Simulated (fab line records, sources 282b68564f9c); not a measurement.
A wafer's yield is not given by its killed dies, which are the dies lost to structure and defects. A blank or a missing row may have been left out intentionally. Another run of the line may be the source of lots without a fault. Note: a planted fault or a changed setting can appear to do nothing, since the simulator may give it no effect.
What tool caused it?    flow rit-cmos    Sampling: 14 lots, 42 wafers, 2 of 202 route steps

WHAT THE GAUGES READ, wafer by wafer
The record lacks any reading of a measuring or inspecting step that a usual standard deviation could be used to judge.

WHAT TOOL EACH LOT RAN ON (gives the tool, then ch and the chambers of the sampled wafers, and finally the start)
lot   RIT_GATE_COAT_11                  RIT_M1_PROBE_99
L120  litho-track-04 ch 0, day 2 13:25  -
L122  litho-track-01 ch 0, day 3 01:34  -
L123  litho-track-01 ch 0, day 3 05:35  -
L124  litho-track-04 ch 0, day 3 11:41  -
L126  litho-track-04 ch 0, day 3 23:31  -
L128  litho-track-01 ch 0, day 4 07:38  -
L129  litho-track-03 ch 0, day 4 15:33  prober-02, day 5 12:29
L130  litho-track-03 ch 0, day 4 18:05  -
L135  litho-track-04 ch 0, day 6 03:52  prober-01, day 7 09:56
L136  litho-track-04 ch 0, day 6 19:34  prober-02, day 7 21:43
L138  litho-track-01 ch 0, day 7 01:25  -
L141  litho-track-03 ch 0, day 7 16:28  prober-01, day 8 16:25
L143  litho-track-03 ch 0, day 8 02:28  prober-02, day 9 02:20
L142  litho-track-01 ch 0, day 8 02:55  prober-01, day 9 03:50
- RIT_GATE_COAT_11: resist thk 850 nm.
- RIT_M1_PROBE_99

AS READ BY THE TOOLS THEMSELVES (means over the sampled wafers that have a number; for cases with no such wafer, the mark the record gives instead)
RIT_GATE_COAT_11.
lot   tool            chill-plate-temp-C (C)  resist-line-temp-C (C)  spin-speed-rpm (rpm)
L120  litho-track-04  23.14                   22.93                   4249
L122  litho-track-01  22.95                   22.97                   4251
L123  litho-track-01  23.13                   22.92                   4252
L124  litho-track-04  23.05                   23.05                   4251
L126  litho-track-04  23.06                   23.05                   4253
L128  litho-track-01  23.22                   22.96                   4248
L129  litho-track-03  23.07                   23.03                   4250
L130  litho-track-03  22.98                   22.99                   4251
L135  litho-track-04  22.94                   22.95                   4463
L136  litho-track-04  23.03                   23.18                   4467
L138  litho-track-01  22.99                   22.79                   4246
L141  litho-track-03  23.04                   22.95                   4246
L143  litho-track-03  23.08                   23.00                   4251
L142  litho-track-01  22.93                   23.03                   4248

RIT_M1_PROBE_99.
lot   tool       killed-at-contacts  killed-at-front-end  killed-dies  killed-open  killed-short
L129  prober-02  0.3                 5                    5            3.0          2.0
L135  prober-01  0.0                 6                    6            2.3          3.7
L136  prober-02  0.0                 7                    7            6.0          1.0
L141  prober-01  0.0                 6                    6            4.0          2.0
L143  prober-02  0.0                 7                    7            4.7          2.0
L142  prober-01  0.3                 6                    6            3.0          3.3

THE ANSWER, worked out from the rows above alone
Rule: the lots themselves supply what counts as usual. The widest of any qualifying gaps counts: lots, ordered by their means at a reading, are off when they make up no more than a third of the lots, leave a main group of 4 or more, and stand apart from it by 3 or more times the standard deviation of that group's means. A main group whose means are all the same, to the digits that the tables above print for the reading, isn't used. A lot without any number at a reading at which 4 lots or more have one is off too. Any other lot the step has rows for is counted as sound. First the gauges in route order, then the tools' own readings, where a lot's mean is used as printed above. The first step at which some lot is off is used, and at that step the reading that is off furthest; a lot without a number counts as furthest.
Off: L135, L136 (RIT_GATE_COAT_11, spin-speed-rpm). For the main group the mean is 4250 rpm and the standard deviation 2.2.
If a tool, at that step or one of the process steps before it, ran each lot that is off and ran no sound lot following the first of them, it fits. One fits: RIT_GATE_COAT_11 on litho-track-04. A fault onset in the window from L126 (day 3 23:31, its last sound lot) to L135 (day 6 03:52, its first lot off) fits.
On the lots that are off, the tool's own readings at RIT_GATE_COAT_11 differ by more than 5 times the standard deviation of the sound lots' means, which bears it out; spin-speed-rpm reads 4465 rpm there versus 4250 rpm on the sound lots.

WHAT THE SIMULATOR PUT IN
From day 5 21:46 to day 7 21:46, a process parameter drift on litho-track-04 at RIT_GATE_COAT_11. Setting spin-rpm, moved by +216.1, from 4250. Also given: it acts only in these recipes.
Shown lots that were struck: L135, L136. This agrees with what the rule above found.
